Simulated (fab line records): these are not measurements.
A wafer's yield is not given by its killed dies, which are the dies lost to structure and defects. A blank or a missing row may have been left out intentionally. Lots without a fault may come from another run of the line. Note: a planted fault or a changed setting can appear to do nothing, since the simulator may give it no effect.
A struck lot beside a sound one || flow rit-cmos || 21 steps out of a route of 202
Sound: the wafers L115.1, L115.3, L115.5. Wafers L122.1, L122.3, L122.6 were the ones struck. The cause is given at the end.
For every step that has rows: the tool of each side, followed by ch and its chambers, followed by its first start. Under that, the readings that differ: sound wafers || struck wafers || difference of the means || sigmas: that difference in standard deviations of wafers without a fault.
alike: readings whose means differ by less than 2 such deviations, and words and numbers that are the same on both sides. not compared: withheld readings, readings that some wafer has no value for, bounds like >300 that may hide the same value, and numbers for which the record gives no deviation and whose values overlap.
Wherever a step has rows on one side only, a row that says differs or no value, or a row with sigmas, the two part there. Non-overlapping numbers with no deviation appear without sigmas and do not part them. Lack of a reading on every wafer of one side parts them only where that side has two or more wafers.

first, 1 step without rows for these wafers: RIT_CONTACT_HARDBAKE_10 (time 60 s).
RIT_CONTACT_ETCH_11: etches SiO2 in CHF3/CF4/Ar, stops on TiSi2, target depth 480 nm, time 320 s.
  sound on rie-diel-02 ch 0,1, day 4 07:05; struck on rie-diel-04 ch 0,1, day 5 18:19
  alike: drypump-motor-current-A, oes-product-au, throttle-valve-pct
  not compared: rf-hours-counter-h
RIT_CONTACT_STRIP_12: strips in O2, time 180 s.
  sound on plasma-asher-01 ch 0,1, day 4 07:17; struck on plasma-asher-01 ch 0,1, day 5 18:31
  alike: drypump-motor-current-A, rf-refl-power-W
  not compared: rf-hours-counter-h
RIT_CONTACT_CD_MEAS_90 targets a cd of 1000 nm.
  sound: cd-sem-01 at day 4 07:28; struck: cd-sem-02 at day 5 18:41
  alike: cd-nm
then, 2 steps without rows for these wafers: RIT_CONTACT_CLEAN_13 (cleans in SC1, time 600 s); RIT_CONTACT_CLEAN_14 (cleans in SC2, time 600 s).
RIT_M1_SPUTTER_00: material Al, target thk 400 nm, time 500 s.
  sound: pvd-sputter-02 at day 4 07:56; struck: pvd-sputter-01 at day 5 19:10
  alike: cathode-dc-power-W, throttle-valve-pct
RIT_M1_RS_MEAS_01: measures by four-point-probe.
  sound: film-metro-02 at day 4 08:13; struck: film-metro-04 at day 5 19:28
  alike: M1_AL_RS
RIT_M1_THK_MEAS_02: measures by xrf.
  sound: film-metro-02 at day 4 08:20; struck: film-metro-04 at day 5 19:35
  alike: M1_AL_THK
then, 3 steps without rows for these wafers: RIT_M1_HMDS_03 (prime time 60 s); RIT_M1_COAT_04 (resist thk 1280 nm); RIT_M1_SOFTBAKE_05 (time 60 s).
RIT_M1_EXPOSE_06: exposes mask M12, target cd 2600 nm.
  sound on iline-stepper-01 ch 0, day 4 08:51; struck on iline-stepper-01 ch 0, day 5 20:13
{"reading": "exposure-dose-mJ-cm2", "sound": "248.36 248.60 248.13", "struck": "225.12 225.14 225.28", "difference": -23.18, "sigmas": -93}
{"reading": "stage-vel-mm-s (mm/s)", "sound": "499.99 500.07 500.30", "struck": "499.55 499.49 499.57", "difference": -0.58, "sigmas": -2}
  alike: mask
then, 2 steps without rows for these wafers: RIT_M1_PEB_07; RIT_M1_DEVELOP_08 (develop time 68 s).
RIT_M1_CD_MEAS_09 targets a cd of 2600 nm.
  sound: cd-sem-01 at day 4 09:17; struck: cd-sem-02 at day 5 20:39
{"reading": "cd-nm (nm)", "sound": "2598.3 2597.4 2599.9", "struck": "2628.5 2627.1 2628.7", "difference": "+29.6", "sigmas": "+16"}
RIT_M1_OVL_MEAS_10:
  sound: overlay-01 at day 4 09:24; struck: overlay-01 at day 5 20:46
  alike: M1_OVL
then, 1 step without rows for these wafers: RIT_M1_HARDBAKE_11 (time 120 s).
RIT_M1_METAL_ETCH_12: etches Al in Cl2/BCl3, stops on SiO2, time 165 s, target depth 600 nm.
  sound on rie-metal-04 ch 0,1, day 4 09:41; struck on rie-metal-03 ch 0,1, day 5 21:04
{"reading": "throttle-valve-pct (%)", "sound": "8.39 8.40 8.31", "struck": "8.17 8.20 8.17", "difference": -0.19, "sigmas": -2}
{"reading": "model.M1.cd-nm (nm)", "sound": "2600 2598 2601", "struck": "2628 2628 2629", "difference": "+29", "sigmas": ""}
  alike: drypump-motor-current-A, oes-product-au
  not compared: rf-hours-counter-h
then, 1 step without rows for these wafers: RIT_M1_STRIP_13 (strips in nmp, time 600 s).
RIT_M1_PROBE_99:
  sound: prober-01 at day 4 11:56; struck: prober-01 at day 5 23:19
{"reading": "sort_bin_6_memory (%)", "sound": "0 0.4 0.4", "struck": "0.8 3.8 0.4", "difference": "+1.4", "sigmas": "+2"}
{"reading": "model.etest.m1.width-nm (nm)", "sound": "2602 2596 2604", "struck": "2622 2623 2631", "difference": "+25", "sigmas": ""}
  alike: defect-limited-yield, killed-at-front-end, killed-dies, killed-open, killed-short, sort_bin_3_pad_short, sort_bin_5_function, sort-n-pass, sort-yield-pct

== WHERE THEY PART ==
At RIT_M1_EXPOSE_06 first; at RIT_M1_PROBE_99 last (within this record only).

WHY: what had been put in by the simulator
Drift in process parameters on iline-stepper-01 at RIT_M1_EXPOSE_06, starting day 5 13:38. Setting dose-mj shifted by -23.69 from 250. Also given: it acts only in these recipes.
